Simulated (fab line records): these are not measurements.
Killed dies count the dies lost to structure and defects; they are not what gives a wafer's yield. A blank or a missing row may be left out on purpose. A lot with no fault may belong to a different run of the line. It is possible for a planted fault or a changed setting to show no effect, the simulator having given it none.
Which of the tools did it? :: flow rit-cmos :: 14 lots, 42 wafers sampled, at 4 steps of a route of 202

WHAT EACH GAUGE READ, for each wafer
RIT_SILICIDE_RS_MEAS_02: measures by four-point-probe. Usual: SILICIDE_TI_RS gives 48.0 ohm/sq (standard deviation 0.82).
lot: L912
measured: day 3 13:22
on: film-metro-01
SILICIDE_TI_RS (ohm/sq): 47.7 47.9 47.3
flag: 

lot: L913
measured: day 3 18:56
on: film-metro-03
SILICIDE_TI_RS (ohm/sq): 46.8 47.1 47.4
flag: 

lot: L916
measured: day 4 08:04
on: film-metro-03
SILICIDE_TI_RS (ohm/sq): 46.9 47.9 47.0
flag: 

lot: L918
measured: day 5 02:47
on: film-metro-02
SILICIDE_TI_RS (ohm/sq): 47.5 47.6 47.7
flag: 

lot: L919
measured: day 5 03:02
on: film-metro-01
SILICIDE_TI_RS (ohm/sq): 47.3 46.5 46.4
flag: 

lot: L920
measured: day 5 07:40
on: film-metro-01
SILICIDE_TI_RS (ohm/sq): 48.6 48.2 47.7
flag: 

lot: L921
measured: day 5 14:59
on: film-metro-01
SILICIDE_TI_RS (ohm/sq): 49.6 48.9 49.9
flag: 

lot: L923
measured: day 6 08:26
on: film-metro-02
SILICIDE_TI_RS (ohm/sq): 48.9 48.7 49.1
flag: 

lot: L926
measured: day 7 01:46
on: film-metro-03
SILICIDE_TI_RS (ohm/sq): 72.3 73.3 72.0
flag: OFF

lot: L930
measured: day 7 15:25
on: film-metro-01
SILICIDE_TI_RS (ohm/sq): 71.7 71.4 72.1
flag: OFF

lot: L931
measured: day 8 02:27
on: film-metro-03
SILICIDE_TI_RS (ohm/sq): 46.4 47.0 47.0
flag: 

lot: L932
measured: day 7 23:56
on: film-metro-03
SILICIDE_TI_RS (ohm/sq): 48.3 49.6 48.5
flag: 

lot: L934
measured: day 8 04:25
on: film-metro-03
SILICIDE_TI_RS (ohm/sq): 47.0 47.9 47.0
flag: 

lot: L935
measured: day 8 07:13
on: film-metro-01
SILICIDE_TI_RS (ohm/sq): 48.5 47.9 48.3
flag: 

RIT_SILICIDE_THK_MEAS_03: measures by xrf. Usual: SILICIDE_TI_THK gives 29.6 nm (standard deviation 0.43).
lot: L912
measured: day 3 13:28
on: film-metro-01
SILICIDE_TI_THK (nm): 29.7 29.7 29.8
flag: 

lot: L913
measured: day 3 19:03
on: film-metro-03
SILICIDE_TI_THK (nm): 30.2 30.1 30.0
flag: 

lot: L916
measured: day 4 08:10
on: film-metro-03
SILICIDE_TI_THK (nm): 30.0 29.5 30.1
flag: 

lot: L918
measured: day 5 02:55
on: film-metro-02
SILICIDE_TI_THK (nm): 29.9 29.9 29.8
flag: 

lot: L919
measured: day 5 03:10
on: film-metro-01
SILICIDE_TI_THK (nm): 29.9 30.2 30.1
flag: 

lot: L920
measured: day 5 07:46
on: film-metro-01
SILICIDE_TI_THK (nm): 29.2 29.2 29.6
flag: 

lot: L921
measured: day 5 15:05
on: film-metro-01
SILICIDE_TI_THK (nm): 28.7 29.0 28.4
flag: 

lot: L923
measured: day 6 08:32
on: film-metro-02
SILICIDE_TI_THK (nm): 29.2 29.3 29.3
flag: 

lot: L926
measured: day 7 01:52
on: film-metro-03
SILICIDE_TI_THK (nm): 23.5 23.4 23.8
flag: OFF

lot: L930
measured: day 7 15:32
on: film-metro-01
SILICIDE_TI_THK (nm): 23.6 23.6 23.3
flag: OFF

lot: L931
measured: day 8 02:34
on: film-metro-03
SILICIDE_TI_THK (nm): 30.5 30.2 30.0
flag: 

lot: L932
measured: day 8 00:03
on: film-metro-03
SILICIDE_TI_THK (nm): 29.5 29.0 29.2
flag: 

lot: L934
measured: day 8 04:32
on: film-metro-03
SILICIDE_TI_THK (nm): 30.1 29.7 30.1
flag: 

lot: L935
measured: day 8 07:19
on: film-metro-01
SILICIDE_TI_THK (nm): 29.1 29.4 29.2
flag: 

TOOL THAT RAN EACH LOT (tool first, then ch and the chambers of the sampled wafers, then the start)
lot: L912
RIT_PRETRO_SOFTBAKE_02: litho-track-04 ch 0, day 2 14:46
RIT_SILICIDE_SPUTTER_01: pvd-sputter-03, day 3 13:10

lot: L913
RIT_PRETRO_SOFTBAKE_02: litho-track-04 ch 0, day 2 18:05
RIT_SILICIDE_SPUTTER_01: pvd-sputter-02, day 3 18:47

lot: L916
RIT_PRETRO_SOFTBAKE_02: litho-track-02 ch 0, day 3 07:26
RIT_SILICIDE_SPUTTER_01: pvd-sputter-02, day 4 07:53

lot: L918
RIT_PRETRO_SOFTBAKE_02: litho-track-04 ch 0, day 3 19:17
RIT_SILICIDE_SPUTTER_01: pvd-sputter-02, day 5 02:38

lot: L919
RIT_PRETRO_SOFTBAKE_02: litho-track-01 ch 0, day 3 22:35
RIT_SILICIDE_SPUTTER_01: pvd-sputter-04, day 5 02:53

lot: L920
RIT_PRETRO_SOFTBAKE_02: litho-track-04 ch 0, day 4 03:36
RIT_SILICIDE_SPUTTER_01: pvd-sputter-02, day 5 07:29

lot: L921
RIT_PRETRO_SOFTBAKE_02: litho-track-04 ch 0, day 4 08:50
RIT_SILICIDE_SPUTTER_01: pvd-sputter-03, day 5 14:47

lot: L923
RIT_PRETRO_SOFTBAKE_02: litho-track-04 ch 0, day 5 00:31
RIT_SILICIDE_SPUTTER_01: pvd-sputter-03, day 6 08:16

lot: L926
RIT_PRETRO_SOFTBAKE_02: litho-track-04 ch 0, day 5 17:57
RIT_SILICIDE_SPUTTER_01: pvd-sputter-03, day 7 01:35

lot: L930
RIT_PRETRO_SOFTBAKE_02: litho-track-01 ch 0, day 6 14:07
RIT_SILICIDE_SPUTTER_01: pvd-sputter-03, day 7 15:16

lot: L931
RIT_PRETRO_SOFTBAKE_02: litho-track-01 ch 0, day 6 22:16
RIT_SILICIDE_SPUTTER_01: pvd-sputter-04, day 8 02:17

lot: L932
RIT_PRETRO_SOFTBAKE_02: litho-track-02 ch 0, day 6 22:26
RIT_SILICIDE_SPUTTER_01: pvd-sputter-02, day 7 23:47

lot: L934
RIT_PRETRO_SOFTBAKE_02: litho-track-02 ch 0, day 7 03:43
RIT_SILICIDE_SPUTTER_01: pvd-sputter-02, day 8 04:16

lot: L935
RIT_PRETRO_SOFTBAKE_02: litho-track-02 ch 0, day 7 06:52
RIT_SILICIDE_SPUTTER_01: pvd-sputter-02, day 8 07:01
- RIT_PRETRO_SOFTBAKE_02: time 60.96 s.
- RIT_SILICIDE_SPUTTER_01: material Ti, target thk 30 nm, time 240 s.

WHAT THE TOOLS THEMSELVES READ (means of the sampled wafers that have a number; where no wafer has one, the mark that the record gives instead)
RIT_PRETRO_SOFTBAKE_02. Usual: plate-sensor-t-centre-C 90.969 C, standard deviation 0.0097; plate-sensor-t-edge-C 91.021 C, standard deviation 0.01.
lot: L912
tool: litho-track-04
plate-sensor-t-centre-C (C): 90.974
plate-sensor-t-edge-C (C): 91.019
flag: 

lot: L913
tool: litho-track-04
plate-sensor-t-centre-C (C): 90.974
plate-sensor-t-edge-C (C): 91.011
flag: 

lot: L916
tool: litho-track-02
plate-sensor-t-centre-C (C): 90.978
plate-sensor-t-edge-C (C): 91.019
flag: 

lot: L918
tool: litho-track-04
plate-sensor-t-centre-C (C): 90.959
plate-sensor-t-edge-C (C): 91.019
flag: 

lot: L919
tool: litho-track-01
plate-sensor-t-centre-C (C): 90.969
plate-sensor-t-edge-C (C): 91.025
flag: 

lot: L920
tool: litho-track-04
plate-sensor-t-centre-C (C): 90.967
plate-sensor-t-edge-C (C): 91.032
flag: 

lot: L921
tool: litho-track-04
plate-sensor-t-centre-C (C): 90.965
plate-sensor-t-edge-C (C): 91.014
flag: 

lot: L923
tool: litho-track-04
plate-sensor-t-centre-C (C): 90.968
plate-sensor-t-edge-C (C): 91.035
flag: 

lot: L926
tool: litho-track-04
plate-sensor-t-centre-C (C): 90.968
plate-sensor-t-edge-C (C): 91.029
flag: 

lot: L930
tool: litho-track-01
plate-sensor-t-centre-C (C): 90.969
plate-sensor-t-edge-C (C): 91.018
flag: 

lot: L931
tool: litho-track-01
plate-sensor-t-centre-C (C): 90.959
plate-sensor-t-edge-C (C): 91.021
flag: 

lot: L932
tool: litho-track-02
plate-sensor-t-centre-C (C): 90.965
plate-sensor-t-edge-C (C): 91.023
flag: 

lot: L934
tool: litho-track-02
plate-sensor-t-centre-C (C): 90.971
plate-sensor-t-edge-C (C): 91.016
flag: 

lot: L935
tool: litho-track-02
plate-sensor-t-centre-C (C): 90.966
plate-sensor-t-edge-C (C): 91.010
flag: 

RIT_SILICIDE_SPUTTER_01. Usual: cathode-dc-power-W 350.01 W, standard deviation 0.062; throttle-valve-pct 30.0 %, standard deviation 0.71.
lot: L912
tool: pvd-sputter-03
cathode-dc-power-W (W): 349.94
throttle-valve-pct (%): 30.6
flag: 

lot: L913
tool: pvd-sputter-02
cathode-dc-power-W (W): 349.93
throttle-valve-pct (%): 30.1
flag: 

lot: L916
tool: pvd-sputter-02
cathode-dc-power-W (W): 349.97
throttle-valve-pct (%): 30.5
flag: 

lot: L918
tool: pvd-sputter-02
cathode-dc-power-W (W): 349.97
throttle-valve-pct (%): 30.5
flag: 

lot: L919
tool: pvd-sputter-04
cathode-dc-power-W (W): 350.03
throttle-valve-pct (%): 29.5
flag: 

lot: L920
tool: pvd-sputter-02
cathode-dc-power-W (W): 350.05
throttle-valve-pct (%): 30.0
flag: 

lot: L921
tool: pvd-sputter-03
cathode-dc-power-W (W): 350.04
throttle-valve-pct (%): 30.0
flag: 

lot: L923
tool: pvd-sputter-03
cathode-dc-power-W (W): 350.09
throttle-valve-pct (%): 30.2
flag: 

lot: L926
tool: pvd-sputter-03
cathode-dc-power-W (W): 349.96
throttle-valve-pct (%): 29.8
flag: 

lot: L930
tool: pvd-sputter-03
cathode-dc-power-W (W): 350.00
throttle-valve-pct (%): 29.8
flag: 

lot: L931
tool: pvd-sputter-04
cathode-dc-power-W (W): 350.05
throttle-valve-pct (%): 30.5
flag: 

lot: L932
tool: pvd-sputter-02
cathode-dc-power-W (W): 350.02
throttle-valve-pct (%): 29.8
flag: 

lot: L934
tool: pvd-sputter-02
cathode-dc-power-W (W): 350.03
throttle-valve-pct (%): 30.0
flag: 

lot: L935
tool: pvd-sputter-02
cathode-dc-power-W (W): 350.00
throttle-valve-pct (%): 29.9
flag: 

THE ANSWER, worked out from the rows above alone
Rule: lot off if the mean of its wafers having a number is beyond 3 standard deviations from the usual mean. Also off: a lot with no number at a reading for which 4 or more lots have one. Any other lot the step has rows for is counted as sound. Order of review: gauges by route order, followed by the tools' own readings, for which a lot's mean as printed above is used. At the first step where some lot is off, the reading lying furthest off is the one used; lots without a number count as furthest.
Off: at RIT_SILICIDE_RS_MEAS_02 (SILICIDE_TI_RS), L926, L930.
A tool fits if, at a process step before that reading, it ran every lot that is off, and no sound lot after the first of them. Gauges at RIT_SILICIDE_RS_MEAS_02: tried the same way as those tools. One fits: RIT_SILICIDE_SPUTTER_01 on pvd-sputter-03. Its last sound lot is L923 (day 6 08:16), its first lot that is off L926 (day 7 01:35): a fault that began between those two fits.

WHAT HAD BEEN PUT IN BY THE SIMULATOR
Site profile drift: pvd-sputter-03, from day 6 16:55 on, at RIT_SILICIDE_SPUTTER_01. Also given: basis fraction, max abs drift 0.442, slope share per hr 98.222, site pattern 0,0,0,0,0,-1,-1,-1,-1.
Lots struck among those shown: L926, L930. Same finding as the rule above.
